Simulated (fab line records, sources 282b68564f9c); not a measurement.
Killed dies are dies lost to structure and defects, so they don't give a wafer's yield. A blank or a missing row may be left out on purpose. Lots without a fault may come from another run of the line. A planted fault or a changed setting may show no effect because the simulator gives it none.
Which tool did it? | flow rit_cmos | 14 lots, 42 wafers sampled, at 1 step of a route of 202

WHAT THE GAUGES READ, wafer by wafer
The record holds no reading of a measuring or inspecting step that can be judged against a usual standard deviation.

WHICH TOOL RAN EACH LOT (tool, then ch and the chambers of the sampled wafers, then the start)
lot  | RIT_NLDD_EXPOSE_03
L325 | iline_stepper-02 ch 0, day 2 23:38
L327 | iline_stepper-01 ch 0, day 3 10:30
L328 | iline_stepper-01 ch 0, day 3 13:34
L330 | iline_stepper-01 ch 0, day 4 01:05
L336 | iline_stepper-02, day 5 05:29
L337 | iline_stepper-02, day 5 12:53
L338 | iline_stepper-01 ch 0, day 5 15:33
L339 | iline_stepper-02 ch 0, day 5 23:15
L340 | iline_stepper-02 ch 0, day 6 02:22
L341 | iline_stepper-01 ch 0, day 6 07:25
L343 | iline_stepper-02 ch 0, day 6 15:54
L345 | iline_stepper-01 ch 0, day 7 03:08
L346 | iline_stepper-02 ch 0, day 7 11:46
L347 | iline_stepper-02 ch 0, day 7 12:30
- RIT_NLDD_EXPOSE_03: exposes mask M7, target cd 40700 nm.

WHAT THE TOOLS THEMSELVES READ (means of the sampled wafers that have a number; where no wafer has one, the mark that the record gives instead)
RIT_NLDD_EXPOSE_03.
lot  | tool             | exposure_dose_mJ_cm2 | focus_offset_nm (nm)
L325 | iline_stepper-02 | 249.86               | 0.1
L327 | iline_stepper-01 | 249.67               | 0.1
L328 | iline_stepper-01 | 249.94               | -0.1
L330 | iline_stepper-01 | 250.14               | -0.2
L336 | iline_stepper-02 | -                    | -
L337 | iline_stepper-02 | -                    | -
L338 | iline_stepper-01 | 249.82               | -0.1
L339 | iline_stepper-02 | 249.67               | 0.0
L340 | iline_stepper-02 | 250.18               | 0.2
L341 | iline_stepper-01 | 249.78               | 0.6
L343 | iline_stepper-02 | 249.54               | -0.6
L345 | iline_stepper-01 | 249.70               | -0.2
L346 | iline_stepper-02 | 249.83               | 0.7
L347 | iline_stepper-02 | 250.20               | -0.6

THE ANSWER, worked out from the rows above alone
Rule: what is usual is taken from the lots themselves. Put in order of their means at a reading, lots are off if they are a third of the lots or fewer, leave a main group of 4 or more, and stand apart from it by a gap of 3 or more times the standard deviation of the main group's means; of several such gaps the widest counts. A main group whose means are all the same, to the digits that the tables above print for the reading, isn't used. A lot without any number at a reading at which 4 lots or more have one is off too. The other lots that the step has rows for count as sound. The gauges are gone through in route order, then the tools' own readings, and for those a lot's mean is taken as printed above. The first step at which some lot is off is used, and at that step the reading that is off furthest; a lot without a number counts as furthest.
Off: L336, L337, at RIT_NLDD_EXPOSE_03 (exposure_dose_mJ_cm2). Without a number there: L336, L337. The main group: mean 249.86, standard deviation 0.21.
A tool fits if, at that step or a process step before it, it ran every lot that is off, and no sound lot after the first of them. None of those tried fits.

WHAT THE SIMULATOR HAD PUT IN
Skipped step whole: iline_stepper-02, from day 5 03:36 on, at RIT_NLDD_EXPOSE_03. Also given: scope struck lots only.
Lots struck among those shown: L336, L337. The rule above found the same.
